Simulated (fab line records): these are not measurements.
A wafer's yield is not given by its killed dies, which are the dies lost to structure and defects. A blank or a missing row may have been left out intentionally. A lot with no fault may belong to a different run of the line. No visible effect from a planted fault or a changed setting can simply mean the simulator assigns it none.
Split-lot trial -- flow rit_cmos -- 5 lots, 23 wafers read, on a route of 202 steps

## THE SPLIT ITSELF
At RIT_PWELL_IMPLANT_08, the setting dose_cm2 was moved away from the recipe's 7e+13 on 7 of the 23 wafers read, by -5.9% to +5.0%. All remaining wafers had this setting at the recipe value.

## FROM THE SPLIT TO THE READING: what the file shows between them, 2 steps
- RIT_PWELL_STRIP_09: strips in O2, time 180 s
- RIT_WELLDRIVE_ANNEAL_00: time 14700 s

## THE READING
PWELL_RS in ohm/sq, measured at RIT_WELLDRIVE_RS_MEAS_02 by four-point-probe. A value of 428.9 ohm/sq with a standard deviation of 2 ohm/sq is what fault-free wafers of this fab line usually give.

wafer,"tool, chamber at the split",dose_cm2 as run,against the recipe,"PWELL_RS, ohm/sq",against lot-mates on the recipe
L077.1,"implanter-04, 0",7.135e+13,+1.9%,428.1,-5.5
L077.2,"implanter-04, 0",7.135e+13,+1.9%,428.6,-5.0
L077.3,"implanter-04, 0",7.135e+13,+1.9%,428.5,-5.1
L077.4,"implanter-04, 0",7e+13,recipe,434.6,-
L077.6,"implanter-04, 0",7e+13,recipe,432.6,-
L078.1,"implanter-01, 0",7e+13,recipe,428.0,-
L078.3,"implanter-01, 0",7e+13,recipe,429.5,-
L078.5,"implanter-01, 0",7e+13,recipe,429.5,-
L079.2,"implanter-01, 0",6.584e+13,-5.9%,444.6,+16.1
L079.3,"implanter-01, 0",7e+13,recipe,428.1,-
L079.4,"implanter-01, 0",6.584e+13,-5.9%,446.4,+17.9
L079.5,"implanter-01, 0",7e+13,recipe,428.2,-
L079.6,"implanter-01, 0",7e+13,recipe,429.1,-
L081.1,"implanter-04, 0",7e+13,recipe,427.9,-
L081.2,"implanter-04, 0",7e+13,recipe,427.2,-
L081.4,"implanter-04, 0",7e+13,recipe,428.4,-
L081.5,"implanter-04, 0",7e+13,recipe,428.3,-
L081.6,"implanter-04, 0",7e+13,recipe,428.7,-
L084.1,"implanter-02, 0",7e+13,recipe,429.4,-
L084.2,"implanter-02, 0",7e+13,recipe,428.6,-
L084.3,"implanter-02, 0",7e+13,recipe,430.0,-
L084.4,"implanter-02, 0",7.349e+13,+5.0%,415.8,-13.5
L084.5,"implanter-02, 0",7.349e+13,+5.0%,415.7,-13.6

FIT RESULTS
A straight line over all 23 wafers: PWELL_RS changes by -2.55 ohm/sq for each +1% of dose_cm2; r = -0.95; the points scatter about the line by 2.2 ohm/sq.
The same after taking each lot's own level away (the mean of its wafers on the recipe; 23 wafers): -2.8 ohm/sq for each +1%; r = -1.00; scatter 0.64 ohm/sq.
Per that fit: largest dose_cm2 move, reading shift of 17 ohm/sq.
Measured against the standard deviation above, the lots' own levels, which go from 428.10 to 433.60 ohm/sq, span 2.8 times it.
So the lot-to-lot level changes the slope little: the two slopes agree.
Check: for one of the wafers moved furthest among these (-5.9%), held out of the fit, the line's prediction against its lot-mates is +17 ohm/sq. It came out at +16.1 ohm/sq against them.

## THESE WAFERS: OTHER SPLITS
These wafers also went through other splits before the reading. Each is held against what the fit with the lots' levels taken away leaves over:
other split on the same wafers,wafers away from the commonest value,r with PWELL_RS (lot level and that fit taken away)
RIT_ACTIVE_COAT_06 resist_thk_nm,4,+0.22
RIT_ACTIVE_EXPOSE_08 dose_mj,8,-0.26
RIT_FOX2_OXIDATION_00 temp_c,15,-0.09
RIT_NWELL_IMPLANT_08 energy_kev,11,-0.28
RIT_PWELL_SOFTBAKE_02 temp_c,10,+0.16

## THE FILE'S OWN FIT
PWELL_RS changes by -2.8 ohm/sq for each +1% of dose_cm2, r = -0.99.
